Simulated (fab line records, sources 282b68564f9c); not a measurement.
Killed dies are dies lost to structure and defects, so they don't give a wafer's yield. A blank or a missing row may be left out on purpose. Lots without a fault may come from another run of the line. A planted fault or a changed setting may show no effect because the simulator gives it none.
Which tool did it? | flow rit_cmos | 6 lots, 18 wafers sampled, at 2 steps of a route of 202

WHAT THE GAUGES READ, wafer by wafer
RIT_CONTACT_THK_MEAS_01.
lot  | measured    | on            | CONTACT_TEOS_THK (nm)
L566 | day 3 21:54 | film_metro-01 | 396 407 400
L568 | day 4 10:57 | film_metro-04 | 395 389 400
L571 | day 4 21:00 | film_metro-02 | 396 400 403
L573 | day 5 09:48 | film_metro-04 | 389 392 396
L579 | day 6 11:20 | film_metro-01 | 392 393 398
L584 | day 7 13:56 | film_metro-02 | 399 323 325

WHICH TOOL RAN EACH LOT (tool, then ch and the chambers of the sampled wafers, then the start)
lot  | RIT_CONTACT_CVD_00
L566 | pecvd-02 ch 0,1,2, day 3 21:50
L568 | pecvd-03 ch 0,2, day 4 10:54
L571 | pecvd-03 ch 0,1, day 4 20:56
L573 | pecvd-02 ch 0,1, day 5 09:45
L579 | pecvd-02 ch 0,1,2, day 6 11:16
L584 | pecvd-01 ch 1,2, day 7 13:53
- RIT_CONTACT_CVD_00: deposits SiO2 from TEOS, target thk 400 nm, time 61 s.

THE ANSWER, worked out from the rows above alone
Rule: what is usual is taken from the lots themselves. Put in order of their means at a reading, lots are off if they are a third of the lots or fewer, leave a main group of 4 or more, and stand apart from it by a gap of 3 or more times the standard deviation of the main group's means; of several such gaps the widest counts. A main group whose means are all the same, to the digits that the tables above print for the reading, isn't used. A lot without any number at a reading at which 4 lots or more have one is off too. The other lots that the step has rows for count as sound.
Off: L584, at RIT_CONTACT_THK_MEAS_01 (CONTACT_TEOS_THK). The main group: mean 396 nm, standard deviation 3.3.
A tool fits if, at a process step before that reading, it ran every lot that is off, and no sound lot after the first of them. The gauges at RIT_CONTACT_THK_MEAS_01 are tried like those tools. Can't be told from this: 2 tools fit, pecvd-01 at RIT_CONTACT_CVD_00, film_metro-02 at RIT_CONTACT_THK_MEAS_01.

WHAT THE SIMULATOR HAD PUT IN
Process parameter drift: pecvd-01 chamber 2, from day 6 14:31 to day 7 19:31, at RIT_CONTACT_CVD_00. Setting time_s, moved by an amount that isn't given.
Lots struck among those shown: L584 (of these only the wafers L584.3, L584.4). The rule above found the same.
